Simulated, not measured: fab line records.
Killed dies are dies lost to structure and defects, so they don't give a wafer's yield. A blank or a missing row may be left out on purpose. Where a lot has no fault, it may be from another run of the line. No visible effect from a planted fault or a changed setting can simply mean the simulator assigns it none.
2 desks, one fault :: flow rit_cmos :: numbers are kept per desk, each desk with only its own; the story behind them comes last

## THE METROLOGY DESK
What the gauges read for every lot (on any tool): the sampled wafers with a number, averaged. The brackets show how far a lot's mean lies from the usual mean; more than 4 standard deviations puts the lot out of limits, marked OUT.
Columns: A = PWELL_TW at RIT_PWELL_TW_MEAS_10, usual 960; B = PWELL_RS at RIT_WELLDRIVE_RS_MEAS_02, usual 429.3 ohm/sq
lot: L622
first seen here: day 1 23:56
A: 953
B: 428.4

lot: L623
first seen here: day 2 09:01
A: 961
B: 429.0

lot: L624
first seen here: day 2 09:36
A: 966
B: 428.3

lot: L626
first seen here: day 2 22:57
A: 962
B: 429.3

lot: L627
first seen here: day 3 06:30
A: 965
B: 430.1

lot: L629
first seen here: day 3 11:26
A: 966
B: 429.7

lot: L632
first seen here: day 4 02:38
A: 960
B: 429.8

lot: L633
first seen here: day 4 07:26
A: 962
B: 429.8

lot: L634
first seen here: day 4 13:55
A: 1045 (+17) OUT
B: 364.1 (-59) OUT

lot: L635
first seen here: day 4 16:57
A: 1041 (+16) OUT
B: 364.6 (-59) OUT

lot: L640
first seen here: day 5 17:08
A: 957
B: 430.7

lot: L641
first seen here: day 5 23:23
A: 958
B: 429.4

lot: L642
first seen here: day 6 03:34
A: 963
B: 430.2

lot: L643
first seen here: day 6 10:05
A: 961
B: 430.3
This desk reports L634, L635 out of limits; the earliest was L634 at day 4 13:55 (PWELL_TW at RIT_PWELL_TW_MEAS_10). L622, L623, L624, L626, L627, L629, L632, L633, L640, L641, L642, L643 stayed within limits.

## DESK OF THE TOOL OWNER: implanter-02
RIT_PWELL_IMPLANT_08, tool's own readings: per-lot mean of the sampled wafers with a number, covering each lot this tool ran. The brackets show how far a lot's mean lies from the usual mean; more than 4 standard deviations puts the lot out of limits, marked OUT.
Columns: A = dose_ions_cm2 at RIT_PWELL_IMPLANT_08, usual 6.999e+13; B = faraday_current_uA at RIT_PWELL_IMPLANT_08, usual 221
lot: L622
first seen here: day 1 23:38
A: 6.994e+13
B: 222

lot: L623
first seen here: day 2 08:41
A: 7.006e+13
B: 220

lot: L624
first seen here: day 2 09:17
A: 6.990e+13
B: 219

lot: L626
first seen here: day 2 22:37
A: 6.992e+13
B: 223

lot: L629
first seen here: day 3 11:07
A: 6.996e+13
B: 223

lot: L634
first seen here: day 4 13:37
A: 9.104e+13 (+99 or more) OUT
B: 289 (+15) OUT

lot: L635
first seen here: day 4 16:38
A: 9.092e+13 (+99 or more) OUT
B: 291 (+16) OUT
Finding of this desk: L634, L635 out of limits; the first was L634 at day 4 13:37, on dose_ions_cm2 at RIT_PWELL_IMPLANT_08. L622, L623, L624, L626, L629 stayed within limits.

## TAKEN TOGETHER
The tool owner's desk could have raised an alarm at day 4 13:37, on L634, L635.
At day 4 13:55 the metrology desk could have sounded an alarm, on L634, L635.
RIT_PWELL_IMPLANT_08 was run on implanter-02 by each of the lots named.

## WHAT WAS PUT IN BY THE SIMULATOR
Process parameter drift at RIT_PWELL_IMPLANT_08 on implanter-02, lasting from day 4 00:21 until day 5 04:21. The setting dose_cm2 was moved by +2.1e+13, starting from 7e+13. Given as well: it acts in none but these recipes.
Shown lots that were struck: L634, L635.
Delay (hours) between the fault's onset and each desk's first out-of-limits reading: 13 at the tool owner's desk, 14 at the metrology desk.
